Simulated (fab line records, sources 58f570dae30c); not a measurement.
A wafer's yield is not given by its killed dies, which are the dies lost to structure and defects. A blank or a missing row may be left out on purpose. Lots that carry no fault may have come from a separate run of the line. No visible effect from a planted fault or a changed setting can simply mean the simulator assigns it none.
Which tool is to blame? + flow berkeleyCmos170 + 42 wafers from 14 lots sampled at 3 of the route's 331 steps

WHAT EACH GAUGE READ, for each wafer
UCB170_CONTACT_THK_MEAS_02. Usual: CONTACT_PSG_THK gives 699 nm (standard deviation 6.9).
| lot  | measured     | on           | CONTACT_PSG_THK (nm) | flag |
|------|--------------|--------------|----------------------|------|
| L607 | day 8 01:10  | filmMetro-02 | 699 696 699          |      |
| L609 | day 8 13:35  | filmMetro-02 | 710 712 702          |      |
| L610 | day 8 15:07  | filmMetro-03 | 712 711 704          |      |
| L611 | day 9 00:26  | filmMetro-02 | 699 688 692          |      |
| L612 | day 9 00:26  | filmMetro-03 | 691 698 691          |      |
| L616 | day 9 22:50  | filmMetro-02 | 710 712 709          |      |
| L619 | day 10 08:58 | filmMetro-03 | 697 697 697          |      |
| L620 | day 11 00:02 | filmMetro-03 | 702 702 700          |      |
| L621 | day 11 00:10 | filmMetro-04 | 684 687 694          |      |
| L624 | day 11 18:14 | filmMetro-04 | 695 686 693          |      |
| L623 | day 11 20:01 | filmMetro-03 | 698 690 693          |      |
| L626 | day 12 09:19 | filmMetro-02 | 701 704 703          |      |
| L627 | day 12 09:20 | filmMetro-03 | 709 712 707          |      |
| L630 | day 13 02:57 | filmMetro-02 | 702 703 703          |      |

UCB170_M1_RS_MEAS_01: the measuring method here is four-point-probe. Usual: M1_AL_RS gives 0.0488 ohm/sq (standard deviation 0.00061).
| lot  | measured     | on           | M1_AL_RS (ohm/sq)    | flag |
|------|--------------|--------------|----------------------|------|
| L607 | day 8 04:03  | filmMetro-02 | 0.0491 0.0493 0.0487 |      |
| L609 | day 8 16:26  | filmMetro-01 | 0.0487 0.0490 0.0487 |      |
| L610 | day 8 18:14  | filmMetro-03 | 0.0492 0.0491 0.0493 |      |
| L611 | day 9 03:09  | filmMetro-01 | 0.0492 0.0493 0.0489 |      |
| L612 | day 9 02:55  | filmMetro-02 | 0.0481 0.0485 0.0484 |      |
| L616 | day 10 01:26 | filmMetro-03 | 0.0480 0.0485 0.0489 |      |
| L619 | day 10 12:06 | filmMetro-02 | 0.0486 0.0492 0.0487 |      |
| L620 | day 11 02:58 | filmMetro-02 | 0.0490 0.0490 0.0487 |      |
| L621 | day 11 03:10 | filmMetro-03 | 0.0492 0.0494 0.0494 |      |
| L624 | day 11 20:52 | filmMetro-01 | 0.0474 0.0479 0.0481 |      |
| L623 | day 11 22:38 | filmMetro-01 | 0.0482 0.0485 0.0484 |      |
| L626 | day 12 12:32 | filmMetro-01 | 0.0481 0.0487 0.0486 |      |
| L627 | day 12 12:22 | filmMetro-03 | 0.0495 0.0486 0.0498 |      |
| L630 | day 13 05:29 | filmMetro-02 | 0.0485 0.0498 0.0487 |      |

WHICH TOOL RAN EACH LOT (tool, then ch and the chambers of the sampled wafers, then the start)
| lot  | UCB170_CONTACT_ETCH_18                       |
|------|----------------------------------------------|
| L607 | rieDiel-01 ch 1,2,3, day 8 04:03 or earlier  |
| L609 | rieDiel-03 ch 0,2,3, day 8 16:26 or earlier  |
| L610 | rieDiel-01 ch 1,2,3, day 8 18:14 or earlier  |
| L611 | rieDiel-03 ch 1,2, day 9 03:09 or earlier    |
| L612 | rieDiel-01 ch 0,1,3, day 9 02:55 or earlier  |
| L616 | rieDiel-03 ch 0,1,3, day 10 01:26 or earlier |
| L619 | rieDiel-01 ch 0,1, day 10 12:06 or earlier   |
| L620 | rieDiel-03 ch 0,3, day 11 02:58 or earlier   |
| L621 | rieDiel-01 ch 0,3, day 11 03:10 or earlier   |
| L624 | rieDiel-03 ch 0,1,2, day 11 20:52 or earlier |
| L623 | rieDiel-02 ch 0,2,3, day 11 22:38 or earlier |
| L626 | rieDiel-02 ch 1,3, day 12 12:32 or earlier   |
| L627 | rieDiel-01 ch 1,2,3, day 12 12:22 or earlier |
| L630 | rieDiel-01 ch 0,2,3, day 13 05:29 or earlier |
- UCB170_CONTACT_ETCH_18: etches PSG in CHF3/CF4/Ar, stops on TiSi2, target depth 840 nm, time 195 s.

AS READ BY THE TOOLS THEMSELVES (means over the sampled wafers that have a number; for cases with no such wafer, the mark the record gives instead)
UCB170_CONTACT_ETCH_18. Usual: drypumpMotorCurrentA 5.9 A, standard deviation 0.41; oesProductAu 0.901 a.u., standard deviation 0.016; throttleValvePct 6.94 %, standard deviation 0.11.
| lot  | tool       | drypumpMotorCurrentA (A) | oesProductAu (a.u.) | throttleValvePct (%) | flag |
|------|------------|--------------------------|---------------------|----------------------|------|
| L607 | rieDiel-01 | 5.8                      | 0.897               | 6.90                 |      |
| L609 | rieDiel-03 | 5.6                      | 0.892               | 6.92                 |      |
| L610 | rieDiel-01 | 5.8                      | 0.904               | 6.90                 |      |
| L611 | rieDiel-03 | 5.7                      | 0.880               | 6.99                 |      |
| L612 | rieDiel-01 | 6.1                      | 0.904               | 6.86                 |      |
| L616 | rieDiel-03 | 5.6                      | 0.906               | 6.92                 |      |
| L619 | rieDiel-01 | 6.5                      | 0.911               | 6.86                 |      |
| L620 | rieDiel-03 | 5.6                      | 0.890               | 6.89                 |      |
| L621 | rieDiel-01 | 5.8                      | 0.904               | 6.91                 |      |
| L624 | rieDiel-03 | 5.7                      | 0.889               | 6.96                 |      |
| L623 | rieDiel-02 | 6.1                      | 0.891               | 7.01                 |      |
| L626 | rieDiel-02 | 5.7                      | 0.908               | 7.04                 |      |
| L627 | rieDiel-01 | 5.8                      | 0.902               | 6.88                 |      |
| L630 | rieDiel-01 | 6.0                      | 0.908               | 6.92                 |      |

THE ANSWER, worked out from the rows above alone
Rule: lot off if the mean of its wafers having a number is beyond 3 standard deviations from the usual mean. A lot without any number at a reading at which 4 lots or more have one is off too. All remaining lots with rows at the step are treated as sound. After the gauges, taken in route order, come the tools' own readings; for these a lot's mean is taken, as printed above. The first step at which some lot is off is used, and at that step the reading that is off furthest; a lot without a number counts as furthest.
No lot is off at any reading shown: from this, nothing can be told.

WHAT THE SIMULATOR PUT IN
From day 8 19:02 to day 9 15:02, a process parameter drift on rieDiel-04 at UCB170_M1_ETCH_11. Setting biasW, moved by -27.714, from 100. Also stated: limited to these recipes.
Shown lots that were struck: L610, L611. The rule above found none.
